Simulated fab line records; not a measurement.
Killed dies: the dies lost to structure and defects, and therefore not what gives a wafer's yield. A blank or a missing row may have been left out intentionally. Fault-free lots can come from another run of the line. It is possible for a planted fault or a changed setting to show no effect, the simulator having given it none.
Comparing a struck lot with a sound one    flow ritCmos    44 steps out of a route of 202
Sound: wafers L138.1, L138.2, L138.5. The struck wafers were L144.2, L144.4, L144.5. The cause comes at the end.
Order at every step that has rows: each side's tool, ch and its chambers, its first start. Under that, the readings that differ: sound wafers    struck wafers    difference of the means    sigmas: that difference in standard deviations of wafers without a fault.
alike: readings whose means differ by less than 2 such deviations, and words and numbers that are the same on both sides. not compared: withheld readings, readings that some wafer has no value for, bounds like >300 that may hide the same value, and numbers for which the record gives no deviation and whose values overlap.
A row with sigmas, a row that says differs or no value, or rows on one side alone: a step with any of these is where the two part. Numbers that have no deviation but don't overlap get no sigmas and don't part them. A reading that every wafer of one side lacks parts them only if that side has two wafers or more.

first, 1 step without rows for these wafers: RIT_PRETRO_IMPLANT_08.
RIT_PRETRO_STRIP_09: strips in O2, time 180 s.
  sound on plasmaAsher-01 ch 0,1, day 3 15:40; struck on plasmaAsher-03 ch 0,1, day 5 03:28
  alike: drypumpMotorCurrentA
  not compared: rfHoursCounterH
RIT_PRETRO_TW_MEAS_10:
  struck on filmMetro-02, day 5 03:39; sound on filmMetro-03, day 3 15:50
  alike: PRETRO_TW
then, 5 steps without rows for these wafers: RIT_GATE_WET_ETCH_00 (etches SiO2 in BOE, target depth 56 nm, time 60 s); RIT_GATE_CLEAN_01 (cleans in SC1, time 607.7 s); RIT_GATE_CLEAN_02 (cleans in dHF, time 30 s); RIT_GATE_CLEAN_03 (cleans in SC2, time 600 s); RIT_GATE_CLEAN_04 (cleans in dHF, time 60 s).
RIT_FOX2_THK_MEAS_91:
  struck on filmMetro-02, day 5 04:11; sound on filmMetro-03, day 3 16:19
reading                      sound        struck       difference  sigmas
FIELD_OXIDE_LEFT_2_THK (nm)  248 251 250  233 242 234  -13         -2
then, 2 steps without rows for these wafers: RIT_GATE_OXIDATION_05 (target thk 3 nm, ox time 270 s); RIT_GATE_ANNEAL_06 (time 600 s).
RIT_GATE_THK_MEAS_07:
  struck on filmMetro-02, day 5 11:35; sound on filmMetro-01, day 3 17:53
  alike: GATE_OXIDE_THK
RIT_GATE_CVD_08: deposits poly-Si from SiH4, target thk 250 nm, time 2220 s.
  sound on lpcvd-02 ch 1, day 3 17:56; struck on lpcvd-01 ch 0, day 5 11:38
reading                                  sound              struck           difference  sigmas
model.poly-Si_of_GATE_CVD_08.thkNm (nm)  249.8 247.5 249.2  259.6 260 259.2  +10.8       
  alike: pressureMtorr, spikeTcCentreC, zonePowerLoadPct
RIT_GATE_THK_MEAS_09:
  struck on filmMetro-02, day 5 13:16; sound on filmMetro-01, day 3 19:34
reading             sound              struck             difference  sigmas
GATE_POLY_THK (nm)  249.6 247.3 249.1  259.6 260.1 259.1  +10.9       +6
then, 6 steps without rows for these wafers: RIT_GATE_HMDS_10 (prime time 60 s); RIT_GATE_COAT_11 (resist thk 850 nm); RIT_GATE_SOFTBAKE_12 (time 58.07 s); RIT_GATE_EXPOSE_13 (exposes mask M6, target cd 150 nm); RIT_GATE_PEB_14; RIT_GATE_DEVELOP_15 (develop time 50 s).
RIT_GATE_CD_MEAS_16: the cd target is 150 nm.
  struck on cdSem-02, day 5 14:18; sound on cdSem-02, day 3 20:36
  alike: cdNm
RIT_GATE_OVL_MEAS_17:
  struck on overlay-02, day 5 14:25; sound on overlay-02, day 3 20:43
  alike: GATE_OVL
then, 1 step without rows for these wafers: RIT_GATE_HARDBAKE_18 (time 60 s).
RIT_GATE_ETCH_19: etches poly-Si in SF6/CHF3/O2, stops on SiO2, time 165 s, target depth 312.5 nm.
  sound on rieSi-02 ch 0,1,2, day 3 21:00; struck on rieSi-02 ch 0,3, day 5 14:35
reading                         sound              struck           difference  sigmas
model.GATE.featureDepthNm (nm)  249.8 247.5 249.2  259.6 260 259.2  +10.8       
model.etch.depthNm (nm)         249.8 247.5 249.2  259.6 260 259.2  +10.8       
  alike: drypumpMotorCurrentA, heBacksideLeakSccm, oesProductAu, throttleValvePct
  not compared: rfHoursCounterH
RIT_GATE_STRIP_20: strips in O2, time 180 s.
  sound on plasmaAsher-02 ch 0,1, day 3 21:06; struck on plasmaAsher-03 ch 1, day 5 14:42
  alike: drypumpMotorCurrentA
  not compared: rfHoursCounterH
RIT_GATE_CD_MEAS_90: the cd target is 150 nm.
  struck on cdSem-01, day 5 14:53; sound on cdSem-01, day 3 21:17
  alike: cdNm
then, 4 steps without rows for these wafers: RIT_REOX_CLEAN_00 (cleans in SC1, time 572.7 s); RIT_REOX_CLEAN_01 (cleans in dHF, time 30 s); RIT_REOX_CLEAN_02 (cleans in SC2, time 600 s); RIT_REOX_OXIDATION_03 (target thk 25.2 nm, ox time 5580 s).
RIT_REOX_THK_MEAS_04:
  struck on filmMetro-04, day 6 01:04; sound on filmMetro-04, day 4 01:50
  alike: REOX_OXIDE_THK
then, 6 steps without rows for these wafers: RIT_NLDD_HMDS_00 (prime time 60 s); RIT_NLDD_COAT_01 (resist thk 1000 nm); RIT_NLDD_SOFTBAKE_02 (time 60 s); RIT_NLDD_EXPOSE_03 (exposes mask M7, target cd 40700 nm); RIT_NLDD_PEB_04; RIT_NLDD_DEVELOP_05 (develop time 50 s).
RIT_NLDD_OVL_MEAS_06:
  struck on overlay-01, day 6 01:58; sound on overlay-02, day 4 02:52
  alike: NLDD_OVL
then, 2 steps without rows for these wafers: RIT_NLDD_HARDBAKE_07 (time 60 s); RIT_NLDD_IMPLANT_08.
RIT_NLDD_STRIP_09: strips in O2, time 180 s.
  sound on plasmaAsher-04 ch 0,1, day 4 03:13; struck on plasmaAsher-04 ch 0, day 6 02:17
  alike: drypumpMotorCurrentA
  not compared: rfHoursCounterH
RIT_NLDD_TW_MEAS_10:
  struck on filmMetro-04, day 6 02:29; sound on filmMetro-01, day 4 03:23
  alike: NLDD_TW
RIT_SDANNEAL_CLEAN_02: cleans in SC2, time 600 s.
  sound on wetBench-02 ch 3, day 4 10:33; struck on wetBench-01 ch 2, day 6 10:19
reading                                  sound              struck             difference  sigmas
model.poly-Si_of_GATE_CVD_08.thkNm (nm)  164.2 161.5 163.4  173.9 173.8 173.9  +10.8       
  alike: bathHeatDutyPct
RIT_M1_PROBE_99:
  struck on prober-02, day 6 18:06; sound on prober-01, day 4 18:11
reading                                     sound                 struck                difference  sigmas
model.etest.polyCombOverSteps.leakLog10AUm  -12.87 -12.84 -12.81  -12.77 -12.77 -12.09  +0.30       
  alike: killed_at_M0_to_M3, killedAtContacts, killedAtFrontEnd, killedDies, killedOpen, killedShort

## WHERE THEY PART
Last at RIT_GATE_THK_MEAS_09 as far as this record goes, first at RIT_FOX2_THK_MEAS_91. Later steps at which nothing parts them and some readings are alike: RIT_GATE_CD_MEAS_16, RIT_GATE_OVL_MEAS_17, RIT_GATE_ETCH_19, RIT_GATE_STRIP_20, RIT_GATE_CD_MEAS_90, RIT_REOX_THK_MEAS_04, RIT_NLDD_OVL_MEAS_06, RIT_NLDD_STRIP_09, RIT_NLDD_TW_MEAS_10, RIT_SDANNEAL_CLEAN_02, RIT_M1_PROBE_99.

WHY: whatever the simulator had introduced
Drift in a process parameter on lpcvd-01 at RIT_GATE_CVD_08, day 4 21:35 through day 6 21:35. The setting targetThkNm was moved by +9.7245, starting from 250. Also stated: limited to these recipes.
